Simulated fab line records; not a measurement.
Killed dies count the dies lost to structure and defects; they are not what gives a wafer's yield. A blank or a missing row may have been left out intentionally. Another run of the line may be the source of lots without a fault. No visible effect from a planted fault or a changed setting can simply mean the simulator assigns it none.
Which tool is to blame?	flow berkeley_cmos170	42 wafers from 14 lots sampled at 3 of the route's 331 steps

== WHAT EACH GAUGE READ, for each wafer ==
UCB170_M1_CD_MEAS_09 targets a cd of 700 nm.
lot	measured	on	cd_nm (nm)
L804	day 8 06:03	cd_sem-02	700.9 699.4 700.7
L803	day 8 06:20	cd_sem-02	701.8 701.4 700.5
L802	day 8 06:59	cd_sem-01	700.3 698.7 699.2
L805	day 8 21:49	cd_sem-01	700.1 700.7 700.4
L807	day 8 23:48	cd_sem-01	698.9 696.1 699.5
L806	day 9 00:05	cd_sem-01	699.0 699.9 699.7
L811	day 9 19:29	cd_sem-02	699.4 701.1 699.6
L812	day 9 21:16	cd_sem-01	697.7 698.6 698.2
L810	day 9 21:32	cd_sem-01	701.4 701.6 701.0
L814	day 10 19:58	cd_sem-01	702.3 700.0 702.2
L813	day 10 20:52	cd_sem-01	701.3 700.6 700.7
L818	day 11 21:59	cd_sem-02	699.2 699.7 701.0
L822	day 12 21:56	cd_sem-01	698.3 699.4 699.2
L825	day 13 10:42	cd_sem-02	700.2 698.9 699.5

UCB170_V1_BOW_MEAS_03.
lot	measured	on	V1_BOW (um)
L804	day 8 08:35	film_metro-04	19 29 8
L803	day 8 09:56	film_metro-02	19 7 19
L802	day 8 09:55	film_metro-03	11 9 29
L805	day 9 00:22	film_metro-02	22 10 14
L807	day 9 02:12	film_metro-03	13 0 22
L806	day 9 03:32	film_metro-03	16 15 25
L811	day 9 22:01	film_metro-04	25 23 27
L812	day 10 00:39	film_metro-03	24 29 22
L810	day 10 00:57	film_metro-02	19 23 17
L814	day 10 22:52	film_metro-04	18 20 28
L813	day 11 00:13	film_metro-02	25 29 15
L818	day 12 01:23	film_metro-03	26 27 27
L822	day 13 00:20	film_metro-04	21 27 20
L825	day 13 14:09	film_metro-04	22 35 28

== EACH LOT AND THE TOOL THAT RAN IT (in order: tool; ch and the chambers of the sampled wafers; start) ==
lot	UCB170_V1_CVD_00
L804	pecvd-02 ch 1,2, day 8 08:04
L803	pecvd-03 ch 0,1,2, day 8 09:24
L802	pecvd-04 ch 0,2, day 8 09:24
L805	pecvd-03 ch 1,2, day 8 23:51
L807	pecvd-04 ch 0,1, day 9 01:39
L806	pecvd-02 ch 0,1, day 9 02:59
L811	pecvd-02 ch 0,1,2, day 9 21:28
L812	pecvd-02 ch 0,1,2, day 10 00:08
L810	pecvd-03 ch 0,2, day 10 00:08
L814	pecvd-04 ch 1,2, day 10 22:19
L813	pecvd-02 ch 0,1,2, day 10 23:39
L818	pecvd-03 ch 0,2, day 12 00:49
L822	pecvd-02 ch 0,2, day 12 23:50
L825	pecvd-04 ch 0,1, day 13 13:37
- UCB170_V1_CVD_00: deposits SiO2 from TEOS/O2, target thk 2000 nm, time 250 s.

== WHAT THE TOOLS THEMSELVES READ (means of the sampled wafers that have a number; where no wafer has one, the mark that the record gives instead) ==
UCB170_V1_CVD_00.
lot	tool	heater_power_w (W)
L804	pecvd-02	242
L803	pecvd-03	321
L802	pecvd-04	274
L805	pecvd-03	288
L807	pecvd-04	259
L806	pecvd-02	235
L811	pecvd-02	242
L812	pecvd-02	223
L810	pecvd-03	334
L814	pecvd-04	233
L813	pecvd-02	268
L818	pecvd-03	337
L822	pecvd-02	212
L825	pecvd-04	315

== THE ANSWER, worked out from the rows above alone ==
Rule: the usual values come from the lots themselves. Put in order of their means at a reading, lots are off if they are a third of the lots or fewer, leave a main group of 4 or more, and stand apart from it by a gap of 3 or more times the standard deviation of the main group's means; of several such gaps the widest counts. Not used: any main group whose means are identical at the precision the tables above print for the reading. A lot without any number at a reading at which 4 lots or more have one is off too. Any other lot the step has rows for is counted as sound. First the gauges in route order, then the tools' own readings, where a lot's mean is used as printed above. At the first step where some lot is off, the reading lying furthest off is the one used; lots without a number count as furthest.
No lot is off at any reading shown: from this, nothing can be told.

== WHAT WAS PUT IN BY THE SIMULATOR ==
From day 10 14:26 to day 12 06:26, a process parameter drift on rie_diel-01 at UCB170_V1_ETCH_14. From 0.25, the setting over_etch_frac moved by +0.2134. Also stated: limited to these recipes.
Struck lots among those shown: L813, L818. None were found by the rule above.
